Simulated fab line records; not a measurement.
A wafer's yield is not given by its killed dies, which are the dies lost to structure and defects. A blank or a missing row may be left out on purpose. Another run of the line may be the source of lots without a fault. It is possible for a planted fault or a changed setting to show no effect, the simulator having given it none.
Split-lot trial | flow berkeley_cmos170 | 5 lots, 23 wafers read, on a route of 331 steps

THE SPLIT
At UCB170_V2_COAT_07 (resist thk 900 nm), the setting spin_rpm was moved away from the recipe's 1500 rpm on 5 of the 23 wafers read, by -6.2% to +7.1%. For the rest of the wafers, this setting stayed at what the recipe calls for.

Reading taken at the split's own step.

THE READING
KrF_of_V2_COAT_07.thk_nm (the simulator's own value, which no gauge read), in nm, at UCB170_V2_COAT_07 (resist thk 900 nm). No usual value for it is given in the file. The 18 wafers here that ran the recipe average 898.4 nm, standard deviation 2.6 nm.

wafer  | tool, chamber at the split | spin_rpm as run, rpm | against the recipe | KrF_of_V2_COAT_07.thk_nm, nm | against lot-mates on the recipe
L077.1 | litho_track-03, 0          | 1407                 | -6.2%              | 926.9                        | +28.2
L077.2 | litho_track-03, 0          | 1500                 | recipe             | 899.9                        | -
L077.4 | litho_track-03, 0          | 1500                 | recipe             | 898.2                        | -
L077.5 | litho_track-03, 0          | 1407                 | -6.2%              | 929.1                        | +30.4
L077.6 | litho_track-03, 0          | 1500                 | recipe             | 897.9                        | -
L075.1 | litho_track-01, 0          | 1500                 | recipe             | 894.8                        | -
L075.2 | litho_track-01, 0          | 1500                 | recipe             | 895.7                        | -
L075.3 | litho_track-01, 0          | 1500                 | recipe             | 894.7                        | -
L075.4 | litho_track-01, 0          | 1500                 | recipe             | 897.6                        | -
L075.6 | litho_track-01, 0          | 1500                 | recipe             | 895.4                        | -
L076.1 | litho_track-01, 0          | 1500                 | recipe             | 901.2                        | -
L076.2 | litho_track-01, 0          | 1500                 | recipe             | 897.4                        | -
L076.4 | litho_track-01, 0          | 1500                 | recipe             | 898.7                        | -
L076.5 | litho_track-01, 0          | 1500                 | recipe             | 895.5                        | -
L076.6 | litho_track-01, 0          | 1500                 | recipe             | 900.5                        | -
L079.1 | litho_track-01, 0          | 1500                 | recipe             | 904.4                        | -
L079.2 | litho_track-01, 0          | 1607                 | +7.1%              | 874.3                        | -28.7
L079.4 | litho_track-01, 0          | 1607                 | +7.1%              | 872.2                        | -30.8
L079.5 | litho_track-01, 0          | 1607                 | +7.1%              | 874                          | -29.0
L079.6 | litho_track-01, 0          | 1500                 | recipe             | 901.6                        | -
L083.2 | litho_track-03, 0          | 1500                 | recipe             | 900.9                        | -
L083.3 | litho_track-03, 0          | 1500                 | recipe             | 897.6                        | -
L083.5 | litho_track-03, 0          | 1500                 | recipe             | 899.6                        | -

FIT RESULTS
A straight line over all 23 wafers: KrF_of_V2_COAT_07.thk_nm changes by -3.96 nm for each +1% of spin_rpm; r = -0.97; the points scatter about the line by 3 nm.
The same after taking each lot's own level away (the mean of its wafers on the recipe; 23 wafers): -4.35 nm for each +1%; r = -0.99; scatter 1.7 nm.
According to that fit, moving spin_rpm by its largest amount changes the reading by 31 nm.
Across the lots, their own levels run from 895.64 to 903.00 nm, a range of 2.8 times the standard deviation given above.
So the lot-to-lot level changes the slope little: the two slopes agree.
Check: for one of the wafers moved furthest among these (+7.1%), held out of the fit, the line's prediction against its lot-mates is -31.3 nm. Against them it came out at -28.7 nm.

THE OTHER SPLITS THESE WAFERS WENT THROUGH
These wafers also went through other splits before the reading. Each is held against what the fit with the lots' levels taken away leaves over:
other split on the same wafers      | wafers away from the commonest value | r with KrF_of_V2_COAT_07.thk_nm (lot level and that fit taken away)
UCB170_SILICIDE_SPUTTER_01 time_s   | 10                                   | +0.21
UCB170_V1_CMP_02 leave_above_ref_nm | 5                                    | +0.12
UCB170_V1_ETCH_14 rf_w              | 5                                    | +0.16
UCB170_M2_METAL_ETCH_18 icp_w       | 9                                    | -0.18

THE FILE'S OWN FIT
KrF_of_V2_COAT_07.thk_nm changes by -4.4 nm for each +1% of spin_rpm, r = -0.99.
